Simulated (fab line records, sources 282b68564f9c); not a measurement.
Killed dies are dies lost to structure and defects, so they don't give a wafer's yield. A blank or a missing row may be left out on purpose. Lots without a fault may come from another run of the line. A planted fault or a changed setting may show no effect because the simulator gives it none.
One fault seen from 2 desks | flow rit_cmos | each desk has only its own numbers; what lay behind them comes last

THE TOOL OWNER'S DESK: pecvd-02
The tool's own readings at RIT_CONTACT_CVD_00 (deposits SiO2 from TEOS, target thk 400 nm, time 61 s): means of the sampled wafers that have a number, for each lot that ran on this tool. A lot is out of limits, marked OUT, if its mean lies more than 4 standard deviations from the usual mean; the brackets give that distance.
Columns: A = heater_power_w at RIT_CONTACT_CVD_00, usual 331 W; B = run_length_s at RIT_CONTACT_CVD_00, usual 89.3 s
lot  | first seen here | A   | B
L430 | day 3 09:34     | 361 | 88.7
L433 | day 4 01:39     | 310 | 88.4
L439 | day 5 05:57     | 318 | 98.1 (+14) OUT
This desk's finding: out of limits on L439; first on L439, day 5 05:57 (run_length_s at RIT_CONTACT_CVD_00). In limits: L430, L433.

THE METROLOGY DESK
What the gauges read, lot by lot, whatever tool the lot ran on: means of the sampled wafers that have a number. A lot is out of limits, marked OUT, if its mean lies more than 4 standard deviations from the usual mean; the brackets give that distance.
Columns: A = NLDD_OVL at RIT_NLDD_OVL_MEAS_06, usual -1.1 nm; B = CONTACT_TEOS_THK at RIT_CONTACT_THK_MEAS_01, usual 399 nm
lot  | first seen here | A    | B
L429 | day 2 18:10     | -2.7 | 395
L430 | day 2 23:07     | -2.3 | 401
L431 | day 3 04:30     | -1.1 | 400
L432 | day 3 08:43     | -1.7 | 403
L433 | day 3 16:15     | -1.4 | 399
L434 | day 3 19:32     | -0.9 | 395
L439 | day 4 20:06     | -0.1 | 461 (+13) OUT
L444 | day 6 05:40     | -3.0 | 395
L446 | day 6 09:35     | -1.5 | 405
L448 | day 6 22:05     | -0.6 | 393
L449 | day 7 03:30     | -1.3 | 396
L450 | day 7 12:57     | -0.6 | 396
L452 | day 8 02:16     | -2.4 | 393
This desk's finding: out of limits on L439; first on L439, day 5 06:00 (CONTACT_TEOS_THK at RIT_CONTACT_THK_MEAS_01). In limits: L429, L430, L431, L432, L433, L434, L444, L446, L448, L449, L450, L452.

PUT TOGETHER
The tool owner's desk could have raised an alarm at day 5 05:57, on L439.
The metrology desk could have raised an alarm at day 5 06:00, on L439.
Of the lots named, all ran RIT_CONTACT_CVD_00 on pecvd-02.

WHAT THE SIMULATOR HAD PUT IN
Process parameter drift: pecvd-02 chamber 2, from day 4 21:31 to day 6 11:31, at RIT_CONTACT_CVD_00. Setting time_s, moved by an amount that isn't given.
Lots struck among those shown: L439.
Hours from the fault's start to each desk's first reading out of limits: the tool owner's desk, 8; the metrology desk, 8.
